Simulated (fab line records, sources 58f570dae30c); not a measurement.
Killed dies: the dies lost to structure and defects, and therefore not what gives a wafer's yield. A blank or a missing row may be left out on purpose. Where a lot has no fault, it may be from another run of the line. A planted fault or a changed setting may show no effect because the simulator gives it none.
Which tool did it? / flow berkeley_cmos170 / Sampling: 14 lots, 42 wafers, 2 of 331 route steps

WHAT THE GAUGES SHOWED, per wafer
UCB170_PFIELD_TW_MEAS_09.
lot=L221; measured=day 4 22:32; on=film_metro-04; PFIELD_TW=601 600 603
lot=L222; measured=day 5 06:49; on=film_metro-01; PFIELD_TW=608 608 607
lot=L224; measured=day 5 21:17; on=film_metro-04; PFIELD_TW=599 596 599
lot=L225; measured=day 6 05:34; on=film_metro-04; PFIELD_TW=602 602 607
lot=L227; measured=day 6 07:04; on=film_metro-04; PFIELD_TW=604 602 602
lot=L229; measured=day 6 12:49; on=film_metro-02; PFIELD_TW=611 608 611
lot=L228; measured=day 6 13:22; on=film_metro-01; PFIELD_TW=609 606 607
lot=L231; measured=day 7 00:37; on=film_metro-02; PFIELD_TW=606 606 610
lot=L230; measured=day 7 00:53; on=film_metro-01; PFIELD_TW=609 609 610
lot=L232; measured=day 7 15:28; on=film_metro-01; PFIELD_TW=612 611 609
lot=L234; measured=day 8 00:04; on=film_metro-04; PFIELD_TW=600 605 603
lot=L235; measured=day 8 09:44; on=film_metro-04; PFIELD_TW=602 602 601
lot=L241; measured=day 9 05:25; on=film_metro-02; PFIELD_TW=662 665 665 667 658 663
lot=L244; measured=day 9 23:41; on=film_metro-01; PFIELD_TW=661 664 658 660 662 662

TOOL THAT RAN EACH LOT (tool first, then ch and the chambers of the sampled wafers, then the start)
lot=L221; UCB170_PFIELD_IMPLANT_07=implanter-01 ch 0, day 4 22:18
lot=L222; UCB170_PFIELD_IMPLANT_07=implanter-03 ch 0, day 5 06:34
lot=L224; UCB170_PFIELD_IMPLANT_07=implanter-04 ch 0, day 5 21:02
lot=L225; UCB170_PFIELD_IMPLANT_07=implanter-04 ch 0, day 6 05:21
lot=L227; UCB170_PFIELD_IMPLANT_07=implanter-01 ch 0, day 6 06:49
lot=L229; UCB170_PFIELD_IMPLANT_07=implanter-04 ch 0, day 6 12:34
lot=L228; UCB170_PFIELD_IMPLANT_07=implanter-01 ch 0, day 6 13:08
lot=L231; UCB170_PFIELD_IMPLANT_07=implanter-03 ch 0, day 7 00:22
lot=L230; UCB170_PFIELD_IMPLANT_07=implanter-01 ch 0, day 7 00:39
lot=L232; UCB170_PFIELD_IMPLANT_07=implanter-03 ch 0, day 7 15:15
lot=L234; UCB170_PFIELD_IMPLANT_07=implanter-01 ch 0, day 7 23:49
lot=L235; UCB170_PFIELD_IMPLANT_07=implanter-01 ch 0, day 8 09:31
lot=L241; UCB170_PFIELD_IMPLANT_07=implanter-01 ch 0, day 9 05:10
lot=L244; UCB170_PFIELD_IMPLANT_07=implanter-01 ch 0, day 9 23:26
- UCB170_PFIELD_IMPLANT_07

WHAT THE TOOLS THEMSELVES READ (means of the sampled wafers that have a number; where no wafer has one, the mark that the record gives instead)
UCB170_PFIELD_IMPLANT_07.
lot=L221; tool=implanter-01; dose_ions_cm2=1.9969e+13; end_station_pressure_torr (Torr)=5.11e-06; faraday_current_uA=63.4
lot=L222; tool=implanter-03; dose_ions_cm2=2.0005e+13; end_station_pressure_torr (Torr)=5.28e-06; faraday_current_uA=63.3
lot=L224; tool=implanter-04; dose_ions_cm2=1.9974e+13; end_station_pressure_torr (Torr)=5.14e-06; faraday_current_uA=62.5
lot=L225; tool=implanter-04; dose_ions_cm2=2.0016e+13; end_station_pressure_torr (Torr)=5.00e-06; faraday_current_uA=62.4
lot=L227; tool=implanter-01; dose_ions_cm2=1.9995e+13; end_station_pressure_torr (Torr)=4.96e-06; faraday_current_uA=63.9
lot=L229; tool=implanter-04; dose_ions_cm2=2.0019e+13; end_station_pressure_torr (Torr)=4.95e-06; faraday_current_uA=62.8
lot=L228; tool=implanter-01; dose_ions_cm2=1.9977e+13; end_station_pressure_torr (Torr)=4.90e-06; faraday_current_uA=64.3
lot=L231; tool=implanter-03; dose_ions_cm2=1.9973e+13; end_station_pressure_torr (Torr)=4.76e-06; faraday_current_uA=64.0
lot=L230; tool=implanter-01; dose_ions_cm2=2.0022e+13; end_station_pressure_torr (Torr)=5.07e-06; faraday_current_uA=63.8
lot=L232; tool=implanter-03; dose_ions_cm2=2.0032e+13; end_station_pressure_torr (Torr)=5.12e-06; faraday_current_uA=64.4
lot=L234; tool=implanter-01; dose_ions_cm2=1.9986e+13; end_station_pressure_torr (Torr)=4.81e-06; faraday_current_uA=64.2
lot=L235; tool=implanter-01; dose_ions_cm2=2.0013e+13; end_station_pressure_torr (Torr)=5.11e-06; faraday_current_uA=63.0
lot=L241; tool=implanter-01; dose_ions_cm2=2.6030e+13; end_station_pressure_torr (Torr)=4.87e-06; faraday_current_uA=82.6
lot=L244; tool=implanter-01; dose_ions_cm2=2.6006e+13; end_station_pressure_torr (Torr)=4.96e-06; faraday_current_uA=81.8

THE ANSWER, worked out from the rows above alone
Rule: what is usual is taken from the lots themselves. The widest of any qualifying gaps counts: lots, ordered by their means at a reading, are off when they make up no more than a third of the lots, leave a main group of 4 or more, and stand apart from it by 3 or more times the standard deviation of that group's means. A main group is skipped when, at the precision printed for the reading in the tables above, its means are all equal. A lot without any number at a reading at which 4 lots or more have one is off too. All remaining lots with rows at the step are treated as sound. Order of review: gauges by route order, followed by the tools' own readings, for which a lot's mean as printed above is used. At the first step where some lot is off, the reading lying furthest off is the one used; lots without a number count as furthest.
Off: L241, L244, at UCB170_PFIELD_TW_MEAS_09 (PFIELD_TW). For the main group the mean is 605 and the standard deviation 3.9.
A tool fits if, at a process step before that reading, it ran every lot that is off, and no sound lot after the first of them. The gauges at UCB170_PFIELD_TW_MEAS_09 aren't tried: what is off there is off at UCB170_PFIELD_IMPLANT_07 too, on other tools, and a gauge's error can't cause that. One fits: implanter-01 at UCB170_PFIELD_IMPLANT_07. A fault onset in the window from L235 (day 8 09:31, its last sound lot) to L241 (day 9 05:10, its first lot off) fits.
The tool's own readings at UCB170_PFIELD_IMPLANT_07 bear it out: on the lots that are off they differ by more than 5 times the standard deviation of the sound lots' means. dose_ions_cm2 reads 2.6018e+13 there against 1.9998e+13 on the sound lots; faraday_current_uA reads 82.2 there against 63.5 on the sound lots.

WHAT THE SIMULATOR HAD INSERTED
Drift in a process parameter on implanter-01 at UCB170_PFIELD_IMPLANT_07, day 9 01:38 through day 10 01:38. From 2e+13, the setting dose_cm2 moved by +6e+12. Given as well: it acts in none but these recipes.
Shown lots that were struck: L241, L244. Same finding as the rule above.
